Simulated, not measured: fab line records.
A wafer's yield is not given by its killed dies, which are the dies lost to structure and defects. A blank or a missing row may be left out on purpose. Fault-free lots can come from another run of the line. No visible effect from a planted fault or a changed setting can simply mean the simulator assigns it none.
fab line records	flow berkeley_cmos170	part 1 of 2: steps 1 to 27 of 36
record: lots: 5	wafers: 15	last_day: 14
route steps=331 shown PFIELD@88 FIELD@89 SACOX@97 SCREENOX@100 NVT@104 PVT@115
lots that met no fault: from a run of the same line without faults
start_h: start of the lot's first displayed wafer, in hours after the record's first day	wait_h: how many hours have passed since the lot's step before this one	" the same as in the row above	L1.1+2: a single row standing in for several wafers	- no value, or no start given	* or withheld: withheld	< > ~ a bound
route shown NAME@n: a module of which the file shows steps, and the number in the route of the first	usual: the fault-free wafers' mean and standard deviation	same: alike in all rows	chamber/n: place in a boat	sites: the reading at each site	_std_site: how widely they spread, as a standard deviation	_edge_site: inner sites' mean taken away from outer sites' mean	radius_mm: how far each site lies from the wafer's centre	mask NAME#n: copy n	behind: the most recent tool/chamber to have shaped the wafer	hold: why the lot was held/for how many hours/how that ended	device: the transistor (n, p or np) that didn't switch	end of line: tests run on the same wafers once the route is complete	step lacking rows: just its recipe	killed: dies lost to structure and defects at the first sort, not the wafer's yield	map: per-die view of a wafer (x killed, . not killed, _ where there is no die)
set.NAME: the setting as run; set.NAME@STEP: as run at that earlier step	model.NAME: the simulator's own value behind a step, which no gauge read
certain route steps with their lots: each step a table, each wafer a row
services: a tool's chamber out of use, with start hour (start_h, from the record's first day; less than 0 if before it), hours out, and reason
== steps ==
step: UCB170_PFIELD_TW_MEAS_09
usual: PFIELD_TW: 596/3.7
lot.wafer	tool	chamber	start_h	wait_h	PFIELD_TW
L076.2	film_metro-01	-	103.53	0.1	602
L076.3	"	-	"	"	603
L076.6	"	-	"	"	597
L084.2	film_metro-01	-	145.66	0.1	596
L084.3	"	-	"	"	595
L084.6	"	-	"	"	593
L086.1	film_metro-01	-	145.92	0.1	598
L086.2	"	-	"	"	597
L086.4	"	-	"	"	595
L097.1	film_metro-02	-	216.85	0.1	590
L097.4	"	-	"	"	596
L097.5	"	-	"	"	594
L096.4	film_metro-02	-	217.55	0.1	594
L096.5	"	-	"	"	591
L096.6	"	-	"	"	593
step: UCB170_FIELD_CLEAN_00
recipe: chemistry: dHF	dilution: 25:1	time_s: 7.5
lot.wafer	tool	chamber	start_h	wait_h
L076.2+3+6	wet_bench-03	1	103.61	0.1
L084.2+3+6	wet_bench-03	1	145.71	0.0
L086.1+2+4	wet_bench-03	1	145.98	0.1
L096.4+5+6	wet_bench-01	3	218.09	0.5
L097.1+4+5	wet_bench-01	0	218.09	1.2
step: UCB170_FIELD_OXIDATION_01
recipe: temp_c: 1000	ambient: H2O	p_h2o_torr: 584.62	target_thk_a: 5583	ox_time_s: 7200
usual: tube_center_temp_C_max: 1002.5/0.41
lot.wafer	tool	chamber	start_h	wait_h	tube_center_temp_C_max
L076.2	furnace-01	0	107.79	4.2	1002.3
L076.3	"	0	"	"	1002.4
L076.6	"	0	"	"	1001.7
L084.2	furnace-04	0	149.55	3.8	1002.6
L084.3	"	0	"	"	1003.2
L084.6	"	0	"	"	1002.4
L086.1	furnace-04	0	149.55	3.6	1002.1
L086.2	"	0	"	"	1002.3
L086.4	"	0	"	"	1002.1
L096.4	furnace-04	0	219.88	1.8	1003.1
L096.5	"	0	"	"	1002.5
L096.6	"	0	"	"	1002.6
L097.1	furnace-04	0	219.88	1.8	1002.2
L097.4	"	0	"	"	1002.7
L097.5	"	0	"	"	1002.0
step: UCB170_FIELD_THK_MEAS_02
recipe: reads: SiO2_of_FIELD_OXIDATION_01
usual: FIELD_OXIDE_THK: 559/9.4
lot.wafer	tool	chamber	start_h	wait_h	FIELD_OXIDE_THK[nm]
L076.2	film_metro-04	-	110.92	0.1	572
L076.3	"	-	"	"	570
L076.6	"	-	"	"	571
L086.1	film_metro-02	-	152.55	0.0	576
L086.2	"	-	"	"	581
L086.4	"	-	"	"	564
L084.2	film_metro-04	-	152.56	0.0	549
L084.3	"	-	"	"	552
L084.6	"	-	"	"	553
L097.1	film_metro-02	-	222.88	0.0	557
L097.4	"	-	"	"	563
L097.5	"	-	"	"	554
L096.4	film_metro-04	-	222.91	0.0	584
L096.5	"	-	"	"	581
L096.6	"	-	"	"	578
step: UCB170_FIELD_ANNEAL_03
recipe: temp_c: 1000	time_s: 1200	ambient: N2
usual: tube_center_temp_C_max: 1002.5/0.39
lot.wafer	tool	chamber	start_h	wait_h	tube_center_temp_C_max
L076.2	furnace-01	0	116.22	5.3	1003.2
L076.3	"	0	"	"	1003.2
L076.6	"	0	"	"	1002.6
L084.2	furnace-02	0	156.22	3.6	1002.2
L084.3	"	0	"	"	1002.4
L084.6	"	0	"	"	1003.2
L086.1	furnace-02	0	156.22	3.7	1002.5
L086.2	"	0	"	"	1002.4
L086.4	"	0	"	"	1002.2
L096.4	furnace-02	0	222.94	0.0	1002.2
L096.5	"	0	"	"	1002.5
L096.6	"	0	"	"	1002.4
L097.1	furnace-02	0	222.94	0.1	1002.2
L097.4	"	0	"	"	1002.9
L097.5	"	0	"	"	1002.7
step: UCB170_FIELD_WET_ETCH_04
recipe: chemistry: dHF	dilution: 10:1	target: SiO2	temp_c: 25	time_s: 60
usual: bath_heat_duty_pct: 6.7/0.71
lot.wafer	tool	chamber	start_h	wait_h	bath_heat_duty_pct
L076.2	wet_bench-03	1	117.55	0.0	5.8
L076.3	"	1	"	"	5.2
L076.6	"	1	"	"	6.5
L084.2	wet_bench-01	0	157.55	0.0	5.7
L084.3	"	0	"	"	5.9
L084.6	"	0	"	"	6.4
L086.1	wet_bench-01	3	157.55	0.0	7.0
L086.2	"	3	"	"	7.9
L086.4	"	3	"	"	7.4
L096.4	wet_bench-03	3	227.94	3.7	7.0
L096.5	"	3	"	"	8.3
L096.6	"	3	"	"	7.4
L097.1	wet_bench-03	3	227.94	3.7	7.6
L097.4	"	3	"	"	8.4
L097.5	"	3	"	"	7.1
step: UCB170_FIELD_WET_ETCH_05
recipe: chemistry: H3PO4	target: Si3N4	temp_c: 160	time_s: 12600
usual: bath_heat_duty_pct: 28/3
lot.wafer	tool	chamber	start_h	wait_h	bath_heat_duty_pct
L076.2	wet_bench-03	0	117.58	0.0	31
L076.3	"	0	"	"	30
L076.6	"	0	"	"	29
L084.2	wet_bench-01	0	157.58	0.0	28
L084.3	"	0	"	"	26
L084.6	"	0	"	"	25
L086.1	wet_bench-01	1	157.58	0.0	27
L086.2	"	1	"	"	30
L086.4	"	1	"	"	27
L096.4	wet_bench-03	3	228.12	0.1	31
L096.5	"	3	"	"	32
L096.6	"	3	"	"	32
L097.1	wet_bench-03	1	228.12	0.1	25
L097.4	"	1	"	"	25
L097.5	"	1	"	"	24
step: UCB170_FIELD_WET_ETCH_06
recipe: chemistry: BOE	dilution: 5:1	target: SiO2	temp_c: 25	time_s: 22
usual: bath_heat_duty_pct: 6.8/0.73
lot.wafer	tool	chamber	start_h	wait_h	bath_heat_duty_pct
L076.2	wet_bench-04	3	121.09	0.0	6.6
L076.3	"	3	"	"	6.1
L076.6	"	3	"	"	6.1
L084.2	wet_bench-04	2	161.09	0.0	6.6
L084.3	"	2	"	"	6.0
L084.6	"	2	"	"	6.1
L086.1	wet_bench-04	0	161.09	0.0	6.4
L086.2	"	0	"	"	7.3
L086.4	"	0	"	"	6.3
L096.4	wet_bench-03	3	235.16	0.0	8.2
L096.5	"	3	"	"	8.0
L096.6	"	3	"	"	7.5
L097.1	wet_bench-03	2	235.16	0.0	6.8
L097.4	"	2	"	"	7.1
L097.5	"	2	"	"	6.8
step: UCB170_FIELD_THK_MEAS_90
recipe: reads: SiO2_of_FIELD_OXIDATION_01
usual: FIELD_OXIDE_LEFT_1_THK: 443/9.4
lot.wafer	tool	chamber	start_h	wait_h	FIELD_OXIDE_LEFT_1_THK[nm]
L076.2	film_metro-02	-	121.11	0.0	455
L076.3	"	-	"	"	453
L076.6	"	-	"	"	454
L086.1	film_metro-03	-	161.10	0.0	460
L086.2	"	-	"	"	464
L086.4	"	-	"	"	448
L084.2	film_metro-04	-	161.11	0.0	435
L084.3	"	-	"	"	438
L084.6	"	-	"	"	437
L097.1	film_metro-04	-	235.18	0.0	439
L097.4	"	-	"	"	446
L097.5	"	-	"	"	437
L096.4	film_metro-03	-	235.21	0.0	469
L096.5	"	-	"	"	464
L096.6	"	-	"	"	461
step: UCB170_SACOX_CLEAN_00
recipe: chemistry: dHF	dilution: 25:1	time_s: 7.5
lot.wafer	tool	chamber	start_h	wait_h
L076.2+3+6	wet_bench-03	2	121.16	0.0
L084.2+3+6	wet_bench-01	1	161.16	0.0
L086.1+2+4	wet_bench-01	1	161.16	0.1
L096.4+5+6	wet_bench-03	1	235.24	0.0
L097.1+4+5	wet_bench-03	2	235.24	0.1
step: UCB170_SACOX_OXIDATION_01
recipe: temp_c: 900	ambient: O2	target_thk_a: 144	ox_time_s: 2400
usual: tube_center_temp_C_max: 902.3/0.34
lot.wafer	tool	chamber	start_h	wait_h	tube_center_temp_C_max
L076.2	furnace-02	0	125.65	4.5	903.0
L076.3	"	0	"	"	902.0
L076.6	"	0	"	"	902.4
L084.2	furnace-01	0	167.30	6.1	902.8
L084.3	"	0	"	"	902.6
L084.6	"	0	"	"	902.2
L086.1	furnace-01	0	167.30	6.1	902.4
L086.2	"	0	"	"	902.3
L086.4	"	0	"	"	902.0
L096.4	furnace-04	0	238.99	3.7	902.5
L096.5	"	0	"	"	902.1
L096.6	"	0	"	"	902.0
L097.1	furnace-04	0	238.99	3.7	902.2
L097.4	"	0	"	"	902.0
L097.5	"	0	"	"	902.0
step: UCB170_SACOX_THK_MEAS_02
recipe: reads: SiO2_of_SACOX_OXIDATION_01
usual: SACOX_OXIDE_THK: 14.40/0.23
lot.wafer	tool	chamber	start_h	wait_h	SACOX_OXIDE_THK[nm]
L076.2	film_metro-01	-	127.32	0.0	14.29
L076.3	"	-	"	"	14.49
L076.6	"	-	"	"	14.44
L086.1	film_metro-01	-	169.00	0.0	14.56
L086.2	"	-	"	"	14.60
L086.4	"	-	"	"	14.42
L084.2	film_metro-01	-	169.07	0.1	14.07
L084.3	"	-	"	"	13.82
L084.6	"	-	"	"	13.81
L097.1	film_metro-01	-	240.65	0.0	14.40
L097.4	"	-	"	"	14.47
L097.5	"	-	"	"	14.75
L096.4	film_metro-04	-	240.68	0.0	14.80
L096.5	"	-	"	"	14.48
L096.6	"	-	"	"	14.40
step: UCB170_SCREENOX_WET_ETCH_00
recipe: chemistry: dHF	dilution: 25:1	target: SiO2	temp_c: 25	time_s: 200
usual: bath_heat_duty_pct: 6.4/0.75
lot.wafer	tool	chamber	start_h	wait_h	bath_heat_duty_pct
L076.2	wet_bench-03	2	127.37	0.0	6.1
L076.3	"	2	"	"	5.5
L076.6	"	2	"	"	7.0
L086.1	wet_bench-03	0	169.06	0.1	7.0
L086.2	"	0	"	"	7.5
L086.4	"	0	"	"	7.2
L084.2	wet_bench-03	3	169.12	0.0	7.1
L084.3	"	3	"	"	7.1
L084.6	"	3	"	"	7.1
L096.4	wet_bench-02	1	240.71	0.0	5.5
L096.5	"	1	"	"	5.9
L096.6	"	1	"	"	6.7
L097.1	wet_bench-02	3	240.71	0.1	6.8
L097.4	"	3	"	"	6.5
L097.5	"	3	"	"	7.2
step: UCB170_SCREENOX_OXIDATION_01
recipe: temp_c: 900	ambient: O2	target_thk_a: 144	ox_time_s: 2400
usual: tube_center_temp_C_max: 902.3/0.37
lot.wafer	tool	chamber	start_h	wait_h	tube_center_temp_C_max
L076.2	furnace-01	0	132.42	5.0	902.1
L076.3	"	0	"	"	902.1
L076.6	"	0	"	"	902.5
L084.2	furnace-04	0	172.58	3.4	903.2
L084.3	"	0	"	"	902.4
L084.6	"	0	"	"	902.4
L086.1	furnace-04	0	172.58	3.5	902.2
L086.2	"	0	"	"	902.5
L086.4	"	0	"	"	902.0
L096.4	furnace-02	0	245.58	4.8	902.4
L096.5	"	0	"	"	902.2
L096.6	"	0	"	"	902.0
L097.1	furnace-02	0	245.58	4.8	902.1
L097.4	"	0	"	"	902.3
L097.5	"	0	"	"	902.3
step: UCB170_SCREENOX_THK_MEAS_02
recipe: reads: SiO2_of_SCREENOX_OXIDATION_01
usual: SCREENOX_OXIDE_THK: 14.40/0.22
lot.wafer	tool	chamber	start_h	wait_h	SCREENOX_OXIDE_THK[nm]
L076.2	film_metro-03	-	134.16	0.1	14.46
L076.3	"	-	"	"	14.59
L076.6	"	-	"	"	14.74
L086.1	film_metro-02	-	174.25	0.0	14.53
L086.2	"	-	"	"	14.60
L086.4	"	-	"	"	14.77
L084.2	film_metro-01	-	174.32	0.1	14.37
L084.3	"	-	"	"	14.50
L084.6	"	-	"	"	14.18
L097.1	film_metro-03	-	247.24	0.0	14.60
L097.4	"	-	"	"	14.43
L097.5	"	-	"	"	14.33
L096.4	film_metro-02	-	247.27	0.0	14.68
L096.5	"	-	"	"	14.63
L096.6	"	-	"	"	14.57
step: UCB170_SCREENOX_ANNEAL_03
recipe: temp_c: 900	time_s: 900	ambient: N2
usual: tube_center_temp_C_max: 902.2/0.39
lot.wafer	tool	chamber	start_h	wait_h	tube_center_temp_C_max
L076.2	furnace-01	0	137.59	3.4	903.0
L076.3	"	0	"	"	901.6
L076.6	"	0	"	"	902.9
L084.2	furnace-01	0	177.25	2.9	902.0
L084.3	"	0	"	"	902.3
L084.6	"	0	"	"	901.9
L086.1	furnace-01	0	177.25	3.0	902.1
L086.2	"	0	"	"	902.5
L086.4	"	0	"	"	902.4
L096.4	furnace-02	0	251.76	4.5	901.8
L096.5	"	0	"	"	901.9
L096.6	"	0	"	"	902.1
L097.1	furnace-02	0	251.76	4.5	901.9
L097.4	"	0	"	"	902.8
L097.5	"	0	"	"	902.0
step: UCB170_NVT_HMDS_00
recipe: prime_time_s: 60	prime_temp_c: 100
usual: chill_plate_temp_C: 23.01/0.12	resist_line_temp_C: 22.99/0.1
lot.wafer	tool	chamber	start_h	wait_h	chill_plate_temp_C	resist_line_temp_C
L076.2	litho_track-03	0	138.86	0.0	23.00	22.98
L076.3	"	0	"	"	23.02	23.08
L076.6	"	0	"	"	22.86	23.10
L086.1	litho_track-01	0	178.64	0.1	23.13	22.82
L086.2	"	0	"	"	23.17	22.84
L086.4	"	0	"	"	23.04	23.06
L084.2	litho_track-04	0	178.78	0.3	23.01	22.80
L084.3	"	0	"	"	22.90	22.99
L084.6	"	0	"	"	23.02	23.02
L097.1	litho_track-03	0	253.01	0.0	23.10	23.10
L097.4	"	0	"	"	23.00	23.05
L097.5	"	0	"	"	23.00	23.14
L096.4	litho_track-04	0	253.13	0.1	23.11	23.07
L096.5	"	0	"	"	22.84	22.89
L096.6	"	0	"	"	22.96	22.85
step: UCB170_NVT_COAT_01
recipe: resist: KrF	spin_rpm: 1500	resist_thk_nm: 900
usual: chill_plate_temp_C: 23.01/0.1	resist_line_temp_C: 23.01/0.1
lot.wafer	tool	chamber	start_h	wait_h	chill_plate_temp_C	resist_line_temp_C
L076.2	litho_track-03	0	139.01	0.1	23.01	23.03
L076.3	"	0	"	"	23.06	23.02
L076.6	"	0	"	"	22.98	23.07
L086.1	litho_track-01	0	178.79	0.1	22.97	22.96
L086.2	"	0	"	"	22.97	22.92
L086.4	"	0	"	"	23.03	23.10
L084.2	litho_track-04	0	178.93	0.1	23.04	23.01
L084.3	"	0	"	"	22.87	23.04
L084.6	"	0	"	"	23.05	23.00
L097.1	litho_track-03	0	253.16	0.1	22.94	22.83
L097.4	"	0	"	"	23.06	22.89
L097.5	"	0	"	"	23.05	23.13
L096.4	litho_track-04	0	253.28	0.1	23.17	22.87
L096.5	"	0	"	"	23.32	22.88
L096.6	"	0	"	"	23.17	22.91
step: UCB170_NVT_SOFTBAKE_02
recipe: resist: KrF	temp_c: 130	time_s: 60
usual: chill_plate_temp_C: 22.99/0.098	resist_line_temp_C: 23.03/0.12
lot.wafer	tool	chamber	start_h	wait_h	chill_plate_temp_C	resist_line_temp_C
L076.2	litho_track-03	0	139.16	0.1	22.95	23.08
L076.3	"	0	"	"	23.01	23.00
L076.6	"	0	"	"	23.01	22.95
L086.1	litho_track-01	0	178.94	0.1	22.81	22.88
L086.2	"	0	"	"	22.89	23.16
L086.4	"	0	"	"	22.89	22.97
L084.2	litho_track-04	0	179.08	0.1	22.91	23.07
L084.3	"	0	"	"	23.12	23.07
L084.6	"	0	"	"	23.22	23.06
L097.1	litho_track-03	0	253.31	0.1	22.87	23.07
L097.4	"	0	"	"	22.96	23.12
L097.5	"	0	"	"	22.96	23.07
L096.4	litho_track-04	0	253.43	0.1	22.98	22.88
L096.5	"	0	"	"	22.85	22.97
L096.6	"	0	"	"	22.97	22.91
step: UCB170_NVT_EXPOSE_03
recipe: mask_id: PWELL	target_cd_nm: 3000	na: 0.5	sigma_outer: 0.6	source_shape: conventional	dose_mj: 30
lot.wafer	tool	chamber	start_h	wait_h	mask
L076.2+3+6	krf_scanner-02	0	139.55	0.4	PWELL#0
L086.1+2+4	krf_scanner-01	0	179.21	0.2	PWELL#0
L084.2+3+6	krf_scanner-02	0	179.47	0.4	PWELL#0
L097.1+4+5	krf_scanner-02	0	253.58	0.2	PWELL#0
L096.4+5+6	krf_scanner-01	0	253.88	0.4	PWELL#0
step: UCB170_NVT_PEB_04
recipe: peb_temp_c: 130	peb_time_s: withheld	resist: KrF
usual: chill_plate_temp_C: 22.97/0.096	resist_line_temp_C: 22.99/0.11
lot.wafer	tool	chamber	start_h	wait_h	chill_plate_temp_C	resist_line_temp_C
L076.2	litho_track-04	0	140.04	0.5	23.13	23.05
L076.3	"	0	"	"	22.90	23.13
L076.6	"	0	"	"	22.88	23.21
L086.1	litho_track-01	0	179.54	0.3	22.93	22.91
L086.2	"	0	"	"	23.08	22.71
L086.4	"	0	"	"	23.04	22.82
L084.2	litho_track-03	0	180.10	0.6	23.02	22.91
L084.3	"	0	"	"	22.94	23.00
L084.6	"	0	"	"	22.90	23.00
L097.1	litho_track-01	0	253.70	0.1	22.86	22.94
L097.4	"	0	"	"	23.03	23.01
L097.5	"	0	"	"	22.85	23.02
L096.4	litho_track-03	0	254.02	0.1	23.06	22.99
L096.5	"	0	"	"	23.07	23.01
L096.6	"	0	"	"	22.97	22.83
step: UCB170_NVT_DEVELOP_05
recipe: developer: TMAH	develop_time_s: 45	resist: KrF	dev_temp_c: 21
usual: chill_plate_temp_C: 23.00/0.1	resist_line_temp_C: 22.99/0.1
lot.wafer	tool	chamber	start_h	wait_h	chill_plate_temp_C	resist_line_temp_C
L076.2	litho_track-04	0	-	-	22.96	22.92
L076.3	"	0	"	"	22.93	23.06
L076.6	"	0	"	"	22.97	23.00
L086.1	litho_track-01	0	-	-	23.17	23.04
L086.2	"	0	"	"	22.89	23.02
L086.4	"	0	"	"	23.02	22.94
L084.2	litho_track-03	0	-	-	23.07	23.10
L084.3	"	0	"	"	22.99	22.94
L084.6	"	0	"	"	23.08	23.10
L097.1	litho_track-01	0	-	-	23.06	22.89
L097.4	"	0	"	"	22.90	22.70
L097.5	"	0	"	"	22.88	22.84
L096.4	litho_track-03	0	-	-	23.03	22.99
L096.5	"	0	"	"	23.10	23.07
L096.6	"	0	"	"	23.01	23.00
step: UCB170_NVT_OVL_MEAS_06
usual: NVT_OVL: 2/5.6
lot.wafer	tool	chamber	start_h	wait_h	NVT_OVL[nm]
L076.2	overlay-02	-	140.29	-	-4
L076.3	"	-	"	"	2
L076.6	"	-	"	"	2
L086.1	overlay-02	-	179.81	-	2
L086.2	"	-	"	"	10
L086.4	"	-	"	"	6
L084.2	overlay-01	-	180.36	-	9
L084.3	"	-	"	"	3
L084.6	"	-	"	"	11
L097.1	overlay-02	-	253.98	-	4
L097.4	"	-	"	"	2
L097.5	"	-	"	"	8
L096.4	overlay-01	-	254.24	-	-4
L096.5	"	-	"	"	-3
L096.6	"	-	"	"	-6
step: UCB170_NVT_IMPLANT_07
recipe: species: BF2	dose_cm2: 3e+12	energy_kev: 50	tilt_deg: 7
lot.wafer	tool	chamber	start_h	wait_h
L076.2+3+6	implanter-02	0	140.35	0.0
L086.1+2+4	implanter-01	0	179.85	0.0
L084.2+3+6	implanter-02	0	180.41	0.0
L097.1+4+5	implanter-02	0	254.01	0.0
L096.4+5+6	implanter-01	0	254.33	0.1
step: UCB170_NVT_STRIP_08
recipe: chemistry: O2	power_w: 400	pressure_mtorr: 3500	platen_temp_c: withheld	o2_flow_sccm: 400	overash_fraction: 0.5
usual: drypump_motor_current_A: 6.0/0.39	oes_product_au: 0.734/0.0045	strip_time_to_endpoint_s: 21.64/0.062
same: overash_fraction: 0.5
lot.wafer	tool	chamber	start_h	wait_h	drypump_motor_current_A	oes_product_au	rf_hours_counter_h	strip_time_to_endpoint_s
L076.2	plasma_asher-02	1	140.47	0.1	5.8	0.743	37	21.59
L076.3	"	1	"	"	5.8	0.732	-	21.58
L076.6	"	0	"	"	6.3	0.740	-	21.55
L086.1	plasma_asher-04	0	180.00	0.1	5.7	0.741	41	21.72
L086.2	"	1	"	"	5.2	0.728	41	21.69
L086.4	"	0	"	"	5.7	0.729	-	21.68
L084.2	plasma_asher-02	0	180.54	0.1	6.2	0.734	41	21.58
L084.3	"	0	"	"	6.3	0.734	-	21.54
L084.6	"	0	"	"	6.2	0.728	-	21.53
L097.1	plasma_asher-01	1	254.16	0.1	6.5	0.728	53	21.62
L097.4	"	0	"	"	6.2	0.730	-	21.62
L097.5	"	0	"	"	6.2	0.735	-	21.53
L096.4	plasma_asher-02	1	254.44	0.1	5.8	0.736	-	21.69
L096.5	"	1	"	"	5.8	0.740	-	21.62
L096.6	"	0	"	"	6.3	0.733	-	21.64
step: UCB170_NVT_TW_MEAS_09
usual: NVT_TW: 519.0/2.6
lot.wafer	tool	chamber	start_h	wait_h	NVT_TW
L076.2	film_metro-01	-	140.58	0.1	523.1
L076.3	"	-	"	"	521.4
L076.6	"	-	"	"	521.8
L086.1	film_metro-01	-	180.10	0.1	523.5
L086.2	"	-	"	"	522.5
L086.4	"	-	"	"	520.9
L084.2	film_metro-04	-	180.65	0.1	516.8
L084.3	"	-	"	"	518.9
L084.6	"	-	"	"	518.3
L097.1	film_metro-02	-	254.26	0.1	514.5
L097.4	"	-	"	"	516.7
L097.5	"	-	"	"	516.0
L096.4	film_metro-04	-	254.53	0.1	517.9
L096.5	"	-	"	"	520.2
L096.6	"	-	"	"	520.8
step: UCB170_NVT_CLEAN_10
recipe: chemistry: SPM	temp_c: 120	time_s: 600
usual: bath_heat_duty_pct: 12.8/1.1
lot.wafer	tool	chamber	start_h	wait_h	bath_heat_duty_pct
L076.2	wet_bench-01	0	140.76	0.2	12.1
L076.3	"	0	"	"	12.4
L076.6	"	0	"	"	12.3
L086.1	wet_bench-02	1	180.16	0.1	12.2
L086.2	"	1	"	"	11.0
L086.4	"	1	"	"	12.0
L084.2	wet_bench-04	1	180.70	0.0	11.4
L084.3	"	1	"	"	11.6
L084.6	"	1	"	"	12.0
L096.4	wet_bench-04	3	256.52	2.0	14.0
L096.5	"	3	"	"	13.6
L096.6	"	3	"	"	13.8
L097.1	wet_bench-04	0	256.52	2.3	15.3
L097.4	"	0	"	"	15.8
L097.5	"	0	"	"	16.4
